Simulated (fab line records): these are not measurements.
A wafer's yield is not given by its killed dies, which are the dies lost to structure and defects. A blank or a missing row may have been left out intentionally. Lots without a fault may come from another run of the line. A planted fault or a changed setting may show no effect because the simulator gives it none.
fab line records + flow berkeley-cmos170
record:
- lots: 5
- wafers: 15
- last-day: 10
route steps=331 shown CONTACT@232 M1@238 M3@331
lots that met no fault: taken from a fault-free run of the same line
start-h: the number of hours between the record's first day and the start of the first shown wafer of the lot + wait-h: hours elapsed since this lot's preceding step + " repeats the value in the row above + L1.1+2: one row covering several wafers at once + - either no value or no given start + * or withheld: withheld + < > ~ a bound
route shown NAME@n: names a module that has steps shown in the file, with the first one's number in the route + usual: mean and standard deviation over wafers with no fault + same: alike in all rows + chamber/n: place in a boat + sites: readings site by site + _std_site: standard deviation across them + _edge_site: outer sites' mean less inner sites' + radius-mm: for every site, how far away it sits from the centre of the wafer + mask NAME#n: copy n + behind: tool/chamber where the wafer was last shaped + hold: cause of the lot's hold/its duration in hours/its outcome + device: whichever transistor did not switch (one of n, p or np) + end of line: tests run on the same wafers once the route is complete + where a step has no rows: the recipe by itself + killed: dies lost to structure and defects at the first sort, not the wafer's yield + map: a wafer's dies, x killed, . not, _ none there
set.NAME: setting as actually run; set.NAME@STEP: the setting as run at that earlier step + model.NAME: the simulator's own value behind a step, which no gauge read
lots at some steps of the route; a table a step, a row a wafer
services: the hour from which a tool's chamber was out of use, counted from the record's first day as start-h (under 0 if before that day), plus the number of hours and why
== steps ==
step: UCB170_CONTACT_OVL_MEAS_16
usual:
- CONTACT_OVL: 0/4.9
| lot.wafer | tool       | chamber | start-h | wait-h | CONTACT_OVL[nm] |
|-----------|------------|---------|---------|--------|-----------------|
| L749.1    | overlay-01 | -       | 153.90  | 0.1    | 0               |
| L749.2    | "          | -       | "       | "      | -6              |
| L749.3    | "          | -       | "       | "      | -3              |
| L752.2    | overlay-01 | -       | 175.54  | 0.1    | -4              |
| L752.4    | "          | -       | "       | "      | -2              |
| L752.6    | "          | -       | "       | "      | -7              |
| L755.1    | overlay-02 | -       | 179.91  | 0.1    | 2               |
| L755.4    | "          | -       | "       | "      | -8              |
| L755.5    | "          | -       | "       | "      | -2              |
| L761.4    | overlay-02 | -       | 219.07  | 0.1    | -1              |
| L761.5    | "          | -       | "       | "      | -4              |
| L761.6    | "          | -       | "       | "      | 0               |
| L765.2    | overlay-02 | -       | 223.34  | 0.1    | -2              |
| L765.3    | "          | -       | "       | "      | 0               |
| L765.6    | "          | -       | "       | "      | -5              |
step: UCB170_CONTACT_ETCH_17
recipe:
- chemistry: N2/H2
- target-depth-a: withheld
- overetch-a: withheld
- target: BARC
- time-s: withheld
- source-w: 500
- bias-w: 100
- pressure-mtorr: 30
- n2-flow-sccm: 100
- h2-flow-sccm: 200
usual:
- drypump-motor-current-A: 6.0/0.46
- oes-product-au: 1.003/0.027
- throttle-valve-pct: 13.26/0.2
| lot.wafer | tool        | chamber | start-h | wait-h | drypump-motor-current-A | oes-product-au | throttle-valve-pct |
|-----------|-------------|---------|---------|--------|-------------------------|----------------|--------------------|
| L749.1    | rie-diel-02 | 0       | 153.94  | 0.0    | 5.9                     | 0.973          | 13.39              |
| L749.2    | "           | 1       | "       | "      | 5.8                     | 1.036          | 12.96              |
| L749.3    | "           | 2       | "       | "      | 6.5                     | 1.017          | 13.20              |
| L752.2    | rie-diel-04 | 2       | 175.57  | 0.0    | 6.8                     | 1.050          | 13.57              |
| L752.4    | "           | 3       | "       | "      | 6.8                     | 1.023          | 13.27              |
| L752.6    | "           | 2       | "       | "      | 6.8                     | 1.050          | 13.58              |
| L755.1    | rie-diel-04 | 3       | 179.95  | 0.0    | 6.8                     | 1.009          | 13.28              |
| L755.4    | "           | 2       | "       | "      | 6.8                     | 1.046          | 13.59              |
| L755.5    | "           | 1       | "       | "      | 5.5                     | 0.966          | 13.18              |
| L761.4    | rie-diel-02 | 2       | 219.08  | 0.0    | 6.5                     | 1.013          | 13.19              |
| L761.5    | "           | 2       | "       | "      | 6.5                     | 1.008          | 13.18              |
| L761.6    | "           | 3       | "       | "      | 6.4                     | 0.974          | 13.57              |
| L765.2    | rie-diel-04 | 2       | 223.37  | 0.0    | 6.8                     | 1.050          | 13.58              |
| L765.3    | "           | 3       | "       | "      | 6.7                     | 1.011          | 13.28              |
| L765.6    | "           | 0       | "       | "      | 6.3                     | 1.037          | 13.37              |
step: UCB170_CONTACT_ETCH_18
recipe:
- chemistry: CHF3/CF4/Ar
- target: PSG
- stop-on: TiSi2
- CHF3_flow_sccm: 45
- cf4-flow-sccm: 15
- Ar_flow_sccm: 150
- pressure-mtorr: 200
- rf-w: 700
- target-depth-a: 8400
- over-etch-frac: 0.1942
- time-s: 195
usual:
- drypump-motor-current-A: 6.0/0.46
- oes-product-au: 0.904/0.009
- throttle-valve-pct: 6.91/0.091
| lot.wafer | tool        | chamber | start-h | wait-h | drypump-motor-current-A | oes-product-au | rf-hours-counter-h | throttle-valve-pct |
|-----------|-------------|---------|---------|--------|-------------------------|----------------|--------------------|--------------------|
| L749.1    | rie-diel-02 | 0       | -       | -      | 5.9                     | 0.915          | 139                | 6.97               |
| L749.2    | "           | 1       | "       | "      | 5.8                     | 0.895          | 34                 | 6.72               |
| L749.3    | "           | 2       | "       | "      | 6.5                     | 0.902          | 19                 | 6.93               |
| L752.2    | rie-diel-04 | 2       | -       | -      | 6.8                     | 0.899          | 101                | 7.10               |
| L752.4    | "           | 3       | "       | "      | 6.7                     | 0.890          | 20                 | 6.92               |
| L752.6    | "           | 2       | "       | "      | 6.8                     | 0.906          | -                  | 7.10               |
| L755.1    | rie-diel-04 | 3       | -       | -      | 6.8                     | 0.891          | 20                 | 6.92               |
| L755.4    | "           | 2       | "       | "      | 6.7                     | 0.904          | 102                | 7.08               |
| L755.5    | "           | 1       | "       | "      | 5.5                     | 0.900          | -                  | 6.95               |
| L761.4    | rie-diel-02 | 2       | -       | -      | 6.5                     | 0.914          | 22                 | 6.92               |
| L761.5    | "           | 2       | "       | "      | 6.5                     | 0.914          | -                  | 6.94               |
| L761.6    | "           | 3       | "       | "      | 6.4                     | 0.912          | -                  | 7.01               |
| L765.2    | rie-diel-04 | 2       | -       | -      | 6.8                     | 0.905          | 104                | 7.09               |
| L765.3    | "           | 3       | "       | "      | 6.7                     | 0.897          | 22                 | 6.91               |
| L765.6    | "           | 0       | "       | "      | 6.2                     | 0.914          | -                  | 6.94               |
step: UCB170_CONTACT_STRIP_19
recipe:
- chemistry: O2
- power-w: 400
- pressure-mtorr: 3500
- platen-temp-c: withheld
- o2-flow-sccm: 400
- overash-fraction: 0.5
usual:
- drypump-motor-current-A: 5.5/0.41
- oes-product-au: 0.725/0.0045
| lot.wafer | tool            | chamber | start-h | wait-h | drypump-motor-current-A | oes-product-au | rf-hours-counter-h |
|-----------|-----------------|---------|---------|--------|-------------------------|----------------|--------------------|
| L749.1    | plasma-asher-02 | 0       | 154.11  | -      | 5.7                     | 0.728          | 44                 |
| L749.2    | "               | 1       | "       | "      | 5.6                     | 0.732          | 44                 |
| L749.3    | "               | 0       | "       | "      | 5.7                     | 0.721          | -                  |
| L752.2    | plasma-asher-03 | 0       | 175.74  | -      | 4.9                     | 0.724          | 37                 |
| L752.4    | "               | 0       | "       | "      | 4.9                     | 0.714          | -                  |
| L752.6    | "               | 0       | "       | "      | 4.9                     | 0.732          | -                  |
| L755.1    | plasma-asher-02 | 1       | 180.11  | -      | 5.6                     | 0.722          | 47                 |
| L755.4    | "               | 0       | "       | "      | 5.7                     | 0.728          | -                  |
| L755.5    | "               | 1       | "       | "      | 5.6                     | 0.731          | -                  |
| L761.4    | plasma-asher-03 | 1       | 219.29  | -      | 5.7                     | 0.728          | -                  |
| L761.5    | "               | 0       | "       | "      | 4.8                     | 0.722          | -                  |
| L761.6    | "               | 1       | "       | "      | 5.6                     | 0.719          | -                  |
| L765.2    | plasma-asher-02 | 0       | 223.54  | -      | 5.7                     | 0.725          | 51                 |
| L765.3    | "               | 0       | "       | "      | 5.7                     | 0.721          | -                  |
| L765.6    | "               | 1       | "       | "      | 5.6                     | 0.728          | -                  |
step: UCB170_CONTACT_CD_MEAS_90
recipe:
- target-cd-nm: 700
usual:
- cd-nm: 699.6/1.4
| lot.wafer | tool      | chamber | start-h | wait-h | cd-nm |
|-----------|-----------|---------|---------|--------|-------|
| L749.1    | cd-sem-01 | -       | 154.21  | 0.1    | 698.6 |
| L749.2    | "         | -       | "       | "      | 700.6 |
| L749.3    | "         | -       | "       | "      | 700.7 |
| L752.2    | cd-sem-01 | -       | 175.86  | 0.1    | 698.8 |
| L752.4    | "         | -       | "       | "      | 696.2 |
| L752.6    | "         | -       | "       | "      | 698.3 |
| L755.1    | cd-sem-02 | -       | 180.21  | 0.1    | 696.3 |
| L755.4    | "         | -       | "       | "      | 699.3 |
| L755.5    | "         | -       | "       | "      | 698.5 |
| L761.4    | cd-sem-02 | -       | 219.41  | 0.1    | 698.4 |
| L761.5    | "         | -       | "       | "      | 699.6 |
| L761.6    | "         | -       | "       | "      | 699.1 |
| L765.2    | cd-sem-01 | -       | 223.66  | 0.1    | 699.9 |
| L765.3    | "         | -       | "       | "      | 700.9 |
| L765.6    | "         | -       | "       | "      | 699.9 |
step: UCB170_CONTACT_CLEAN_20
recipe:
- chemistry: SPM
- temp-c: 120
- time-s: 600
step: UCB170_M1_SPUTTER_00
recipe:
- material: Al
- target-thk-nm: 600
- time-s: 80
- power-w: 6000
- chamber-pressure-pa: 0.5
usual:
- throttle-valve-pct: 29.8/1
| lot.wafer | tool           | chamber | start-h | wait-h | throttle-valve-pct |
|-----------|----------------|---------|---------|--------|--------------------|
| L749.1    | pvd-sputter-03 | -       | 154.50  | 0.0    | 29.4               |
| L749.2    | "              | -       | "       | "      | 31.2               |
| L749.3    | "              | -       | "       | "      | 29.5               |
| L752.2    | pvd-sputter-03 | -       | 176.15  | 0.0    | 29.5               |
| L752.4    | "              | -       | "       | "      | 29.6               |
| L752.6    | "              | -       | "       | "      | 30.9               |
| L755.1    | pvd-sputter-03 | -       | 180.53  | 0.0    | 29.8               |
| L755.4    | "              | -       | "       | "      | 31.2               |
| L755.5    | "              | -       | "       | "      | 29.5               |
| L761.4    | pvd-sputter-01 | -       | 219.65  | 0.0    | 28.7               |
| L761.5    | "              | -       | "       | "      | 28.7               |
| L761.6    | "              | -       | "       | "      | 30.5               |
| L765.2    | pvd-sputter-04 | -       | 223.93  | 0.0    | 29.0               |
| L765.3    | "              | -       | "       | "      | 29.3               |
| L765.6    | "              | -       | "       | "      | 31.9               |
step: UCB170_M1_RS_MEAS_01
recipe:
- thk-meas-gauge: four-point-probe
- reads: Al_of_M1_SPUTTER_00
usual:
- M1_AL_RS: 0.0486/0.00062
| lot.wafer | tool          | chamber | start-h | wait-h | M1_AL_RS[ohm/sq] |
|-----------|---------------|---------|---------|--------|------------------|
| L749.1    | film-metro-04 | -       | 154.56  | 0.0    | 0.0481           |
| L749.2    | "             | -       | "       | "      | 0.0481           |
| L749.3    | "             | -       | "       | "      | 0.0491           |
| L752.2    | film-metro-01 | -       | 176.23  | 0.1    | 0.0481           |
| L752.4    | "             | -       | "       | "      | 0.0494           |
| L752.6    | "             | -       | "       | "      | 0.0480           |
| L755.1    | film-metro-04 | -       | 180.59  | 0.0    | 0.0488           |
| L755.4    | "             | -       | "       | "      | 0.0485           |
| L755.5    | "             | -       | "       | "      | 0.0495           |
| L761.4    | film-metro-04 | -       | 219.77  | 0.1    | 0.0486           |
| L761.5    | "             | -       | "       | "      | 0.0491           |
| L761.6    | "             | -       | "       | "      | 0.0488           |
| L765.2    | film-metro-01 | -       | 224.01  | 0.1    | 0.0480           |
| L765.3    | "             | -       | "       | "      | 0.0472           |
| L765.6    | "             | -       | "       | "      | 0.0478           |
step: UCB170_M1_THK_MEAS_02
recipe:
- thk-meas-gauge: xrf
- reads: Al_of_M1_SPUTTER_00
usual:
- M1_AL_THK: 599/8.9
| lot.wafer | tool          | chamber | start-h | wait-h | M1_AL_THK[nm] |
|-----------|---------------|---------|---------|--------|---------------|
| L749.1    | film-metro-04 | -       | 154.68  | 0.1    | 600           |
| L749.2    | "             | -       | "       | "      | 602           |
| L749.3    | "             | -       | "       | "      | 589           |
| L752.2    | film-metro-01 | -       | 176.34  | 0.1    | 607           |
| L752.4    | "             | -       | "       | "      | 588           |
| L752.6    | "             | -       | "       | "      | 607           |
| L755.1    | film-metro-04 | -       | 180.71  | 0.1    | 592           |
| L755.4    | "             | -       | "       | "      | 599           |
| L755.5    | "             | -       | "       | "      | 588           |
| L761.4    | film-metro-04 | -       | 219.86  | 0.1    | 593           |
| L761.5    | "             | -       | "       | "      | 588           |
| L761.6    | "             | -       | "       | "      | 590           |
| L765.2    | film-metro-01 | -       | 224.12  | 0.1    | 608           |
| L765.3    | "             | -       | "       | "      | 620           |
| L765.6    | "             | -       | "       | "      | 611           |
step: UCB170_M1_COAT_03
recipe:
- resist: BARC
- temp-c: withheld
- time-s: withheld
- spin-rpm: 3000
- resist-thk-nm: withheld
step: UCB170_M1_COAT_04
recipe:
- resist: KrF
- spin-rpm: 1500
- resist-thk-nm: 900
step: UCB170_M1_SOFTBAKE_05
recipe:
- resist: KrF
- temp-c: 130
- time-s: 60
step: UCB170_M1_EXPOSE_06
recipe:
- mask-id: METAL1
- target-cd-nm: 700
- na: 0.5
- sigma-outer: 0.6
- source-shape: conventional
- dose-mj: 21
| lot.wafer  | tool           | chamber | start-h | wait-h | mask        |
|------------|----------------|---------|---------|--------|-------------|
| L749.1+2+3 | krf-scanner-01 | 0       | 156.00  | -      | METAL1#0    |
| L752.2+4+6 | krf-scanner-01 | 0       | 176.98  | -      | METAL1#0    |
| L755.1+4+5 | krf-scanner-01 | 0       | 181.34  | -      | METAL1_R1#0 |
| L761.4+5+6 | krf-scanner-02 | 0       | 220.66  | -      | METAL1#0    |
| L765.2+3+6 | krf-scanner-01 | 0       | 224.77  | -      | METAL1#0    |
step: UCB170_M1_PEB_07
recipe:
- peb-temp-c: 130
- peb-time-s: withheld
- resist: KrF
step: UCB170_M1_DEVELOP_08
recipe:
- developer: TMAH
- develop-time-s: 45
- resist: KrF
- dev-temp-c: 21
step: UCB170_M1_CD_MEAS_09
recipe:
- target-cd-nm: 700
usual:
- cd-nm: 700.1/1.4
| lot.wafer | tool      | chamber | start-h | wait-h | cd-nm |
|-----------|-----------|---------|---------|--------|-------|
| L749.1    | cd-sem-02 | -       | 157.08  | -      | 704.4 |
| L749.2    | "         | -       | "       | "      | 703.2 |
| L749.3    | "         | -       | "       | "      | 702.3 |
| L752.2    | cd-sem-01 | -       | 177.45  | -      | 700.6 |
| L752.4    | "         | -       | "       | "      | 698.7 |
| L752.6    | "         | -       | "       | "      | 698.2 |
| L755.1    | cd-sem-02 | -       | 181.73  | -      | 616.1 |
| L755.4    | "         | -       | "       | "      | 616.9 |
| L755.5    | "         | -       | "       | "      | 616.7 |
| L761.4    | cd-sem-01 | -       | 221.17  | -      | 698.1 |
| L761.5    | "         | -       | "       | "      | 699.4 |
| L761.6    | "         | -       | "       | "      | 699.2 |
| L765.2    | cd-sem-02 | -       | 225.37  | -      | 700.5 |
| L765.3    | "         | -       | "       | "      | 700.6 |
| L765.6    | "         | -       | "       | "      | 699.6 |
step: UCB170_M1_OVL_MEAS_10
usual:
- M1_OVL: 2/4.9
| lot.wafer | tool       | chamber | start-h | wait-h | M1_OVL[nm] |
|-----------|------------|---------|---------|--------|------------|
| L749.1    | overlay-01 | -       | 157.20  | 0.1    | 7          |
| L749.2    | "          | -       | "       | "      | 0          |
| L749.3    | "          | -       | "       | "      | 4          |
| L752.2    | overlay-01 | -       | 177.55  | 0.1    | 11         |
| L752.4    | "          | -       | "       | "      | 5          |
| L752.6    | "          | -       | "       | "      | 3          |
| L755.1    | overlay-02 | -       | 181.85  | 0.1    | -1         |
| L755.4    | "          | -       | "       | "      | 0          |
| L755.5    | "          | -       | "       | "      | 3          |
| L761.4    | overlay-02 | -       | 221.25  | 0.1    | 0          |
| L761.5    | "          | -       | "       | "      | 13         |
| L761.6    | "          | -       | "       | "      | 6          |
| L765.2    | overlay-01 | -       | 225.47  | 0.1    | 1          |
| L765.3    | "          | -       | "       | "      | 2          |
| L765.6    | "          | -       | "       | "      | 0          |
step: UCB170_M1_ETCH_11
recipe:
- chemistry: N2/H2
- target-depth-a: withheld
- overetch-a: withheld
- target: BARC
- time-s: withheld
- source-w: 500
- bias-w: 100
- pressure-mtorr: 30
- n2-flow-sccm: 100
- h2-flow-sccm: 200
usual:
- drypump-motor-current-A: 5.8/0.57
- oes-product-au: 0.999/0.027
- throttle-valve-pct: 13.27/0.16
| lot.wafer | tool        | chamber | start-h | wait-h | drypump-motor-current-A | oes-product-au | throttle-valve-pct | model.M1.cd-nm |
|-----------|-------------|---------|---------|--------|-------------------------|----------------|--------------------|----------------|
| L749.1    | rie-diel-04 | 1       | 157.23  | 0.0    | 5.5                     | 0.965          | 13.19              | 702.5          |
| L749.2    | "           | 3       | "       | "      | 6.7                     | 1.020          | 13.28              | 702.4          |
| L749.3    | "           | 2       | "       | "      | 6.8                     | 1.049          | 13.58              | 701.9          |
| L752.2    | rie-diel-01 | 0       | 177.58  | 0.0    | 5.4                     | 0.993          | 13.10              | 700.9          |
| L752.4    | "           | 2       | "       | "      | 6.0                     | 0.963          | 13.29              | 699.1          |
| L752.6    | "           | 1       | "       | "      | 5.1                     | 1.005          | 13.34              | 698.8          |
| L755.1    | rie-diel-03 | 2       | 181.89  | 0.0    | 5.8                     | 0.977          | 13.45              | 616.8          |
| L755.4    | "           | 1       | "       | "      | 5.3                     | 0.972          | 13.11              | 617.6          |
| L755.5    | "           | 0       | "       | "      | 5.8                     | 0.999          | 12.95              | 616.5          |
| L761.4    | rie-diel-01 | 1       | 221.27  | 0.0    | 5.1                     | 1.013          | 13.36              | 699.4          |
| L761.5    | "           | 1       | "       | "      | 5.0                     | 1.005          | 13.34              | 700.1          |
| L761.6    | "           | 2       | "       | "      | 6.0                     | 0.958          | 13.31              | 699.6          |
| L765.2    | rie-diel-04 | 1       | 225.50  | 0.0    | 5.5                     | 0.970          | 13.18              | 699.7          |
| L765.3    | "           | 2       | "       | "      | 6.7                     | 1.052          | 13.59              | 699.9          |
| L765.6    | "           | 1       | "       | "      | 5.5                     | 0.967          | 13.18              | 698.8          |
step: UCB170_M1_METAL_ETCH_12
recipe:
- chemistry: Cl2/BCl3
- target: Al
- stop-on: PSG
- pressure-mtorr: 12
- target-depth-a: 7800
- over-etch-frac: 0.3
- time-s: 130
- icp-w: 600
- bias-w: 120
- Cl2_flow_sccm: 90
- bcl3-flow-sccm: 45
usual:
- drypump-motor-current-A: 6.2/0.33
- oes-product-au: 0.856/0.01
- throttle-valve-pct: 24.74/0.2
| lot.wafer | tool         | chamber | start-h | wait-h | drypump-motor-current-A | oes-product-au | rf-hours-counter-h | throttle-valve-pct | model.M1.cd-nm |
|-----------|--------------|---------|---------|--------|-------------------------|----------------|--------------------|--------------------|----------------|
| L749.1    | rie-metal-03 | 1       | 157.28  | -      | 5.9                     | 0.848          | 1                  | 24.46              | 705.7          |
| L749.2    | "            | 0       | "       | "      | 6.7                     | 0.870          | 8                  | 24.78              | 701.2          |
| L749.3    | "            | 0       | "       | "      | 6.7                     | 0.870          | -                  | 24.77              | 700.5          |
| L752.2    | rie-metal-02 | 1       | 177.62  | -      | 5.8                     | 0.863          | 9                  | 24.70              | 703.1          |
| L752.4    | "            | 1       | "       | "      | 5.8                     | 0.852          | -                  | 24.72              | 701.7          |
| L752.6    | "            | 0       | "       | "      | 6.2                     | 0.855          | -                  | 24.70              | 697.1          |
| L755.1    | rie-metal-02 | 1       | 181.93  | -      | 5.8                     | 0.853          | 9                  | 24.72              | 619.5          |
| L755.4    | "            | 1       | "       | "      | 5.8                     | 0.859          | -                  | 24.73              | 620.3          |
| L755.5    | "            | 1       | "       | "      | 5.8                     | 0.849          | -                  | 24.71              | 619.8          |
| L761.4    | rie-metal-04 | 1       | 221.44  | -      | 6.3                     | 0.852          | -                  | 24.99              | 701.8          |
| L761.5    | "            | 1       | "       | "      | 6.2                     | 0.859          | -                  | 24.99              | 704.7          |
| L761.6    | "            | 1       | "       | "      | 6.3                     | 0.857          | -                  | 25.00              | 703.7          |
| L765.2    | rie-metal-04 | 1       | 225.59  | -      | 6.2                     | 0.863          | -                  | 24.98              | 702.6          |
| L765.3    | "            | 1       | "       | "      | 6.2                     | 0.873          | -                  | 24.99              | 703            |
| L765.6    | "            | 1       | "       | "      | 6.2                     | 0.854          | -                  | 24.99              | 701.3          |
step: UCB170_M1_STRIP_13
recipe:
- chemistry: O2
- power-w: 400
- pressure-mtorr: 3500
- platen-temp-c: withheld
- o2-flow-sccm: 400
- overash-fraction: 0.5
usual:
- drypump-motor-current-A: 5.7/0.4
- oes-product-au: 0.720/0.0044
| lot.wafer | tool            | chamber | start-h | wait-h | drypump-motor-current-A | oes-product-au | rf-hours-counter-h |
|-----------|-----------------|---------|---------|--------|-------------------------|----------------|--------------------|
| L749.1    | plasma-asher-02 | 1       | 157.41  | 0.1    | 5.6                     | 0.727          | 44                 |
| L749.2    | "               | 0       | "       | "      | 5.7                     | 0.722          | 44                 |
| L749.3    | "               | 1       | "       | "      | 5.6                     | 0.722          | -                  |
| L752.2    | plasma-asher-02 | 0       | 177.76  | 0.1    | 5.7                     | 0.727          | 46                 |
| L752.4    | "               | 0       | "       | "      | 5.7                     | 0.730          | -                  |
| L752.6    | "               | 1       | "       | "      | 5.6                     | 0.726          | -                  |
| L755.1    | plasma-asher-01 | 0       | 182.07  | 0.1    | 5.5                     | 0.725          | 8                  |
| L755.4    | "               | 1       | "       | "      | 6.3                     | 0.719          | -                  |
| L755.5    | "               | 1       | "       | "      | 6.3                     | 0.722          | -                  |
| L761.4    | plasma-asher-04 | 0       | 221.61  | 0.1    | 4.8                     | 0.718          | -                  |
| L761.5    | "               | 1       | "       | "      | 5.9                     | 0.719          | -                  |
| L761.6    | "               | 0       | "       | "      | 4.8                     | 0.721          | -                  |
| L765.2    | plasma-asher-02 | 0       | 225.81  | 0.2    | 5.7                     | 0.722          | 51                 |
| L765.3    | "               | 1       | "       | "      | 5.6                     | 0.713          | -                  |
| L765.6    | "               | 0       | "       | "      | 5.7                     | 0.717          | -                  |
step: UCB170_M3_PROBE_99
| lot.wafer | tool      | chamber | start-h | wait-h | model.etest.m1.width-nm |
|-----------|-----------|---------|---------|--------|-------------------------|
| L749.1    | prober-02 | -       | 173.62  | 0.1    | 697.2                   |
| L749.2    | prober-02 | -       | 173.67  | 0.1    | 699.5                   |
| L749.3    | prober-02 | -       | 173.72  | 0.2    | 699.2                   |
| L752.2    | prober-01 | -       | 193.62  | 0.1    | 698.5                   |
| L752.4    | prober-01 | -       | 193.72  | 0.2    | 703.6                   |
| L752.6    | prober-01 | -       | 193.82  | 0.2    | 686.7                   |
| L755.1    | prober-01 | -       | 196.32  | 0.1    | 618.2                   |
| L755.4    | prober-01 | -       | 196.47  | 0.2    | 620.3                   |
| L755.5    | prober-01 | -       | 196.52  | 0.2    | 615                     |
| L761.4    | prober-01 | -       | 236.00  | 0.2    | 691.8                   |
| L761.5    | prober-01 | -       | 236.05  | 0.2    | 702.7                   |
| L761.6    | prober-01 | -       | 236.10  | 0.2    | 703.9                   |
| L765.2    | prober-01 | -       | 245.17  | 0.1    | 697.7                   |
| L765.3    | prober-01 | -       | 245.22  | 0.2    | 704.2                   |
| L765.6    | prober-01 | -       | 245.37  | 0.2    | 698.5                   |
killed by level:class
L749.1 SPACER:geometric-particle:open=1
L749.2 FIELD:geometric-particle:open=1
L749.3 SILICIDE:geometric-particle:open=1
L752.2 SILICIDE:geometric-particle:open=1 CONTACT:geometric-particle:open=1 CONTACT:geometric-particle:short=1 V1:geometric-particle:open=1
L752.4 ACTIVE:area-etch=6 M2:geometric-particle:short=1
L752.6 WELLDRIVE:geometric-particle:open=1
L761.4 GATE:geometric-particle:short=1 M2:geometric-particle:short=1
L761.5 SILICIDE:geometric-particle:open=2 WELLDRIVE:geometric-particle:short=1 FIELD:geometric-particle:open=1 SACOX:geometric-particle:open=1 GATE:geometric-particle:short=1
L761.6 ACTIVE:area-etch=3
L765.2 PWELL:area-etch=4 FIELD:geometric-particle:open=1
L765.3 ACTIVE:area-etch=2 GATE:geometric-particle:short=1 SPACER:geometric-particle:short=1
L765.6 SPACER:geometric-particle:open=1 V2:geometric-particle:open=1 M3:geometric-particle:short=1
== services ==
| tool           | chamber | start-h | hours | kind           |
|----------------|---------|---------|-------|----------------|
| rie-diel-04    | 0       | 130.58  | 8.8   | repair         |
| rie-diel-03    | 0       | 131.43  | 3.7   | repair         |
| rie-diel-01    | 0       | 140.39  | 6.4   | repair         |
| rie-diel-02    | 3       | 141.20  | -     | clean          |
| rie-diel-02    | 3       | 141.20  | 15.4  | scheduled-down |
| rie-diel-02    | 3       | 141.20  | 15.4  | vent-cycle     |
| rie-metal-02   | 0       | 154.77  | -     | clean          |
| rie-metal-02   | 0       | 154.77  | 15.8  | scheduled-down |
| rie-metal-02   | 0       | 154.77  | 15.8  | vent-cycle     |
| krf-scanner-02 | -       | 156.34  | 1.3   | pm             |
| rie-diel-02    | 0       | 164.85  | 27.0  | repair         |
| pvd-sputter-03 | -       | 165.54  | 3.6   | repair         |
| pvd-sputter-04 | -       | 172.22  | 4.9   | repair         |
| pvd-sputter-03 | -       | 182.35  | 4.8   | repair         |
| rie-metal-04   | 0       | 199.57  | 26.2  | repair         |
| rie-diel-02    | 3       | 203.34  | 6.8   | repair         |
| krf-scanner-02 | -       | 208.04  | 4.0   | pm             |
| krf-scanner-02 | 0       | 210.17  | -     | calibration    |
| rie-diel-01    | 3       | 212.34  | 7.7   | repair         |
| rie-diel-01    | -       | 215.04  | 2.8   | pm             |
| rie-diel-02    | 0       | 225.07  | -     | clean          |
| rie-diel-02    | 0       | 225.07  | 15.4  | scheduled-down |
| rie-diel-02    | 0       | 225.07  | 15.4  | vent-cycle     |
== key ==
first-sign:
- step: UCB170_M1_EXPOSE_06
- reading: mask
- direction: changed
effect:
- step: UCB170_M1_CD_MEAS_09
- reading: cd-nm
- direction: down
- sigmas: 59
- usual: 700.1
- struck: 616.6
model-effect:
- step: UCB170_M1_ETCH_11
- value: M1.cd-nm
- without: 701
- struck: 617
model-effect:
- step: UCB170_M1_METAL_ETCH_12
- value: M1.cd-nm
- without: 703.9
- struck: 619.9
model-effect:
- step: UCB170_M3_PROBE_99
- value: etest.m1.width-nm
- without: 701.8
- struck: 617.8
met-at UCB170_M1_EXPOSE_06
struck-wafers L755.1,L755.4,L755.5
sort-left-out L755.1,L755.4,L755.5
onset-between 176.98 181.34
fault:
- kind: wrong-mask
- tool: any
- chamber: -
- onset-h: 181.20
- steps: UCB170_M1_EXPOSE_06
- aux-copy: METAL1_R1#0
- cd-offset-nm: -84
- scope: struck-lots-only
sort-left-out: the simulated sort isn't trusted on such a fault, so these wafers' sort isn't shown, and their yield isn't known
